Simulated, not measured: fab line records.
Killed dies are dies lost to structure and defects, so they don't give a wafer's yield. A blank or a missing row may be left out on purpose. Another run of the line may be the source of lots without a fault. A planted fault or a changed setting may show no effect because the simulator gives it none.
A lot that was struck, set against a sound lot | flow rit_cmos | 27 out of 202 route steps
Sound: the wafers L721.2, L721.3, L721.6. The struck wafers were L725.1, L725.4, L725.5. At the end, the cause is stated.
Each step with rows lists, per side, the tool, then ch with its chambers, then its first start. Under that, the readings that differ: sound wafers | struck wafers | difference of the means | sigmas: that difference in standard deviations of wafers without a fault.
alike: words and numbers the same on both sides, and readings whose means are apart by under 2 such deviations; not compared: readings that were withheld, readings missing a value for some wafer, numbers with overlapping values and no deviation given by the record, and bounds like >300 which may hide the same value.
The two part at a step that has a row with sigmas, a row that says differs or no value, or rows on one side only. Numbers that don't overlap but have no deviation are shown without sigmas and don't part them. Lack of a reading on every wafer of one side parts them only where that side has two or more wafers.

RIT_ACTIVE_BOW_MEAS_00:
  sound: film_metro-02 at day 3 02:01; struck: film_metro-04 at day 3 22:00
  alike: INCOMING_BOW
RIT_ACTIVE_OXIDATION_01: target thk 46.8 nm, ox time 3360 s.
  sound on furnace-04 ch 0, day 3 02:07; struck on furnace-04 ch 0, day 3 22:07
  reading                                       | sound             | struck            | difference | sigmas
  ox_time_s (s)                                 | 3360 3360 3360    | 2688 2688 2688    | -672       |
  model.SiO2_of_ACTIVE_OXIDATION_01.thk_nm (nm) | 48.05 47.41 47.37 | 40.77 40.92 41.55 | -6.53      |
  alike: ox_temp_c, spike_tc_source_C
RIT_ACTIVE_THK_MEAS_02:
  sound: film_metro-02 at day 3 04:04; struck: film_metro-04 at day 4 00:17
  reading               | sound          | struck         | difference | sigmas
  ACTIVE_OXIDE_THK (nm) | 48.1 47.4 47.4 | 40.8 40.9 41.5 | -6.6       | -8
  not compared: hold
RIT_ACTIVE_THK_MEAS_04:
  sound: film_metro-03 at day 3 05:52; struck: film_metro-02 at day 4 05:55
  alike: ACTIVE_NITRIDE_THK
then, 6 steps without rows for these wafers: RIT_ACTIVE_HMDS_05 (prime time 60 s); RIT_ACTIVE_COAT_06 (resist thk 984.4 nm); RIT_ACTIVE_SOFTBAKE_07 (time 60 s); RIT_ACTIVE_EXPOSE_08 (exposes mask M1, target cd 1400 nm); RIT_ACTIVE_PEB_09; RIT_ACTIVE_DEVELOP_10 (develop time 50 s).
RIT_ACTIVE_CD_MEAS_11: target cd 1400 nm.
  sound: cd_sem-02 at day 3 06:54; struck: cd_sem-01 at day 4 06:57
  alike: cd_nm
then, 1 step without rows for these wafers: RIT_ACTIVE_HARDBAKE_12 (time 60 s).
RIT_ACTIVE_ETCH_13: etches Si3N4 in SF6, stops on SiO2, time 210 s, target depth 210 nm.
  sound on rie_diel-03 ch 0,1,3, day 3 07:09; struck on rie_diel-04 ch 0,2,3, day 4 07:18
  alike: drypump_motor_current_A, oes_product_au, throttle_valve_pct
  not compared: rf_hours_counter_h
RIT_ACTIVE_STRIP_14: strips in O2, time 180 s.
  sound on plasma_asher-01 ch 0,1, day 3 07:17; struck on plasma_asher-01 ch 0,1, day 4 07:47
  alike: drypump_motor_current_A
  not compared: rf_hours_counter_h
RIT_ACTIVE_CD_MEAS_90: target cd 1400 nm.
  sound: cd_sem-02 at day 3 07:29; struck: cd_sem-02 at day 4 07:57
  alike: cd_nm
then, 4 steps without rows for these wafers: RIT_ACTIVE_CLEAN_15 (cleans in SC1, time 600 s); RIT_ACTIVE_CLEAN_16 (cleans in dHF, time 30 s); RIT_ACTIVE_CLEAN_17 (cleans in SC2, time 600 s); RIT_FOX1_OXIDATION_00 (target thk 350.7 nm, ox time 1130 s).
RIT_FOX1_THK_MEAS_01:
  sound: film_metro-01 at day 3 10:31; struck: film_metro-02 at day 4 10:46
  alike: FOX1_OXIDE_THK
then, 2 steps without rows for these wafers: RIT_FOX1_WET_ETCH_02 (etches SiO2 in BOE, target depth 350 nm, time 390 s); RIT_FOX2_OXIDATION_00 (target thk 350.7 nm, ox time 1130 s).
RIT_FOX2_THK_MEAS_01:
  sound: film_metro-01 at day 3 12:01; struck: film_metro-01 at day 4 12:23
  alike: FOX2_OXIDE_THK
then, 1 step without rows for these wafers: RIT_FOX2_CLEAN_02 (cleans in dHF, time 180 s).
RIT_FOX2_WET_ETCH_03: etches Si3N4 in H3PO4, target depth 195 nm, time 2700 s.
  sound on wet_bench-04 ch 0, day 3 12:07; struck on wet_bench-02 ch 2, day 4 12:33
  reading                                       | sound             | struck           | difference | sigmas
  model.SiO2_of_ACTIVE_OXIDATION_01.thk_nm (nm) | 42.67 42.09 42.09 | 36.26 35.37 36.7 | -6.17      |
RIT_FOX2_THK_MEAS_90:
  sound: film_metro-01 at day 3 12:58; struck: film_metro-04 at day 4 13:19
  alike: FIELD_OXIDE_LEFT_1_THK
RIT_M1_PROBE_99:
  the record holds rows for the sound wafers here (prober-01, day 5 01:50) but none for the struck ones

## WHERE THEY PART
First at RIT_ACTIVE_THK_MEAS_02; last, within this record, at RIT_M1_PROBE_99.

WHY: whatever the simulator had introduced
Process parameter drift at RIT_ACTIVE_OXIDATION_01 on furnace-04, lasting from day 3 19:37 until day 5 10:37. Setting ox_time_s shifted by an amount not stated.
